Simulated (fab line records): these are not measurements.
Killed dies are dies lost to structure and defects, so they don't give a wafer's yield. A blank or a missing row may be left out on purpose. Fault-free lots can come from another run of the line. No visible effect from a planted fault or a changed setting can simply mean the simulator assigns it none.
What tool caused it? / flow berkeley_cmos170 / 14 lots with 42 wafers sampled at 2 steps, on a route of 331 steps

WHAT THE GAUGES READ, wafer by wafer
The record holds no reading of a measuring or inspecting step that can be judged against a usual standard deviation.

TOOL THAT RAN EACH LOT (tool first, then ch and the chambers of the sampled wafers, then the start)
lot=L205; UCB170_NWELL_COAT_07=litho_track-04 ch 0, day 2 15:06; UCB170_NWELL_STRIP_15=plasma_asher-02 ch 0,1, day 2 16:40
lot=L206; UCB170_NWELL_COAT_07=litho_track-03 ch 0, day 2 15:08; UCB170_NWELL_STRIP_15=plasma_asher-01 ch 0,1, day 2 16:25
lot=L207; UCB170_NWELL_COAT_07=litho_track-02 ch 0, day 2 22:57; UCB170_NWELL_STRIP_15=plasma_asher-02 ch 0,1, day 2 23:54
lot=L208; UCB170_NWELL_COAT_07=litho_track-02 ch 0, day 3 03:46; UCB170_NWELL_STRIP_15=plasma_asher-02 ch 0,1, day 3 05:05
lot=L212; UCB170_NWELL_COAT_07=litho_track-03 ch 0, day 3 18:31; UCB170_NWELL_STRIP_15=plasma_asher-03 ch 0,1, day 3 19:57
lot=L216; UCB170_NWELL_COAT_07=litho_track-03 ch 0, day 4 12:40; UCB170_NWELL_STRIP_15=plasma_asher-01 ch 0,1, day 4 13:53
lot=L218; UCB170_NWELL_COAT_07=litho_track-04 ch 0, day 4 22:32; UCB170_NWELL_STRIP_15=plasma_asher-01 ch 0,1, day 5 00:33
lot=L219; UCB170_NWELL_COAT_07=litho_track-04 ch 0, day 5 08:37; UCB170_NWELL_STRIP_15=plasma_asher-01 ch 0,1, day 5 09:41
lot=L221; UCB170_NWELL_COAT_07=litho_track-02 ch 0, day 5 16:08; UCB170_NWELL_STRIP_15=plasma_asher-01 ch 0,1, day 5 17:17
lot=L222; UCB170_NWELL_COAT_07=litho_track-04 ch 0, day 5 23:17; UCB170_NWELL_STRIP_15=plasma_asher-01 ch 0,1, day 6 00:29
lot=L224; UCB170_NWELL_COAT_07=litho_track-04 ch 0, day 6 07:24; UCB170_NWELL_STRIP_15=plasma_asher-01 ch 0,1, day 6 09:17
lot=L225; UCB170_NWELL_COAT_07=litho_track-02 ch 0, day 6 18:01; UCB170_NWELL_STRIP_15=plasma_asher-01 ch 0,1, day 6 19:01
lot=L227; UCB170_NWELL_COAT_07=litho_track-03 ch 0, day 7 03:26; UCB170_NWELL_STRIP_15=plasma_asher-03 ch 1, day 7 04:45
lot=L228; UCB170_NWELL_COAT_07=litho_track-02 ch 0, day 7 14:04; UCB170_NWELL_STRIP_15=plasma_asher-01 ch 0,1, day 7 15:13
- UCB170_NWELL_COAT_07: resist thk 900 nm.
- UCB170_NWELL_STRIP_15: strips in O2.

WHAT THE TOOLS THEMSELVES READ (means of the sampled wafers that have a number; where no wafer has one, the mark that the record gives instead)
UCB170_NWELL_COAT_07.
lot=L205; tool=litho_track-04; resist_line_temp_C (C)=23.04
lot=L206; tool=litho_track-03; resist_line_temp_C (C)=23.12
lot=L207; tool=litho_track-02; resist_line_temp_C (C)=23.03
lot=L208; tool=litho_track-02; resist_line_temp_C (C)=22.96
lot=L212; tool=litho_track-03; resist_line_temp_C (C)=23.09
lot=L216; tool=litho_track-03; resist_line_temp_C (C)=23.02
lot=L218; tool=litho_track-04; resist_line_temp_C (C)=23.01
lot=L219; tool=litho_track-04; resist_line_temp_C (C)=23.07
lot=L221; tool=litho_track-02; resist_line_temp_C (C)=22.86
lot=L222; tool=litho_track-04; resist_line_temp_C (C)=23.13
lot=L224; tool=litho_track-04; resist_line_temp_C (C)=23.03
lot=L225; tool=litho_track-02; resist_line_temp_C (C)=23.03
lot=L227; tool=litho_track-03; resist_line_temp_C (C)=23.11
lot=L228; tool=litho_track-02; resist_line_temp_C (C)=23.15

UCB170_NWELL_STRIP_15.
lot=L205; tool=plasma_asher-02; drypump_motor_current_A (A)=5.9; oes_product_au (a.u.)=0.720; strip_time_to_endpoint_s (s)=18.02
lot=L206; tool=plasma_asher-01; drypump_motor_current_A (A)=5.3; oes_product_au (a.u.)=0.722; strip_time_to_endpoint_s (s)=18.01
lot=L207; tool=plasma_asher-02; drypump_motor_current_A (A)=5.8; oes_product_au (a.u.)=0.716; strip_time_to_endpoint_s (s)=17.99
lot=L208; tool=plasma_asher-02; drypump_motor_current_A (A)=5.8; oes_product_au (a.u.)=0.719; strip_time_to_endpoint_s (s)=17.95
lot=L212; tool=plasma_asher-03; drypump_motor_current_A (A)=5.6; oes_product_au (a.u.)=0.718; strip_time_to_endpoint_s (s)=17.60
lot=L216; tool=plasma_asher-01; drypump_motor_current_A (A)=5.1; oes_product_au (a.u.)=0.721; strip_time_to_endpoint_s (s)=17.20
lot=L218; tool=plasma_asher-01; drypump_motor_current_A (A)=5.3; oes_product_au (a.u.)=0.718; strip_time_to_endpoint_s (s)=18.05
lot=L219; tool=plasma_asher-01; drypump_motor_current_A (A)=5.1; oes_product_au (a.u.)=0.717; strip_time_to_endpoint_s (s)=18.00
lot=L221; tool=plasma_asher-01; drypump_motor_current_A (A)=5.1; oes_product_au (a.u.)=0.725; strip_time_to_endpoint_s (s)=17.99
lot=L222; tool=plasma_asher-01; drypump_motor_current_A (A)=5.3; oes_product_au (a.u.)=0.722; strip_time_to_endpoint_s (s)=18.00
lot=L224; tool=plasma_asher-01; drypump_motor_current_A (A)=5.3; oes_product_au (a.u.)=0.718; strip_time_to_endpoint_s (s)=18.13
lot=L225; tool=plasma_asher-01; drypump_motor_current_A (A)=5.0; oes_product_au (a.u.)=0.722; strip_time_to_endpoint_s (s)=18.14
lot=L227; tool=plasma_asher-03; drypump_motor_current_A (A)=5.5; oes_product_au (a.u.)=0.718; strip_time_to_endpoint_s (s)=17.99
lot=L228; tool=plasma_asher-01; drypump_motor_current_A (A)=5.3; oes_product_au (a.u.)=0.722; strip_time_to_endpoint_s (s)=18.09

THE ANSWER, worked out from the rows above alone
Rule: what is usual is taken from the lots themselves. The widest of any qualifying gaps counts: lots, ordered by their means at a reading, are off when they make up no more than a third of the lots, leave a main group of 4 or more, and stand apart from it by 3 or more times the standard deviation of that group's means. A main group is skipped when, at the precision printed for the reading in the tables above, its means are all equal. Also off: a lot with no number at a reading for which 4 or more lots have one. Any other lot the step has rows for is counted as sound. The gauges are gone through in route order, then the tools' own readings, and for those a lot's mean is taken as printed above. The first step at which some lot is off is used, and at that step the reading that is off furthest; a lot without a number counts as furthest.
Off, at UCB170_NWELL_STRIP_15 on strip_time_to_endpoint_s: L212, L216. For the main group the mean is 18.03 s and the standard deviation 0.057.
A tool fits if, at that step or a process step before it, it ran every lot that is off, and no sound lot after the first of them. Of those tried, none fits.

WHAT WAS PUT IN BY THE SIMULATOR
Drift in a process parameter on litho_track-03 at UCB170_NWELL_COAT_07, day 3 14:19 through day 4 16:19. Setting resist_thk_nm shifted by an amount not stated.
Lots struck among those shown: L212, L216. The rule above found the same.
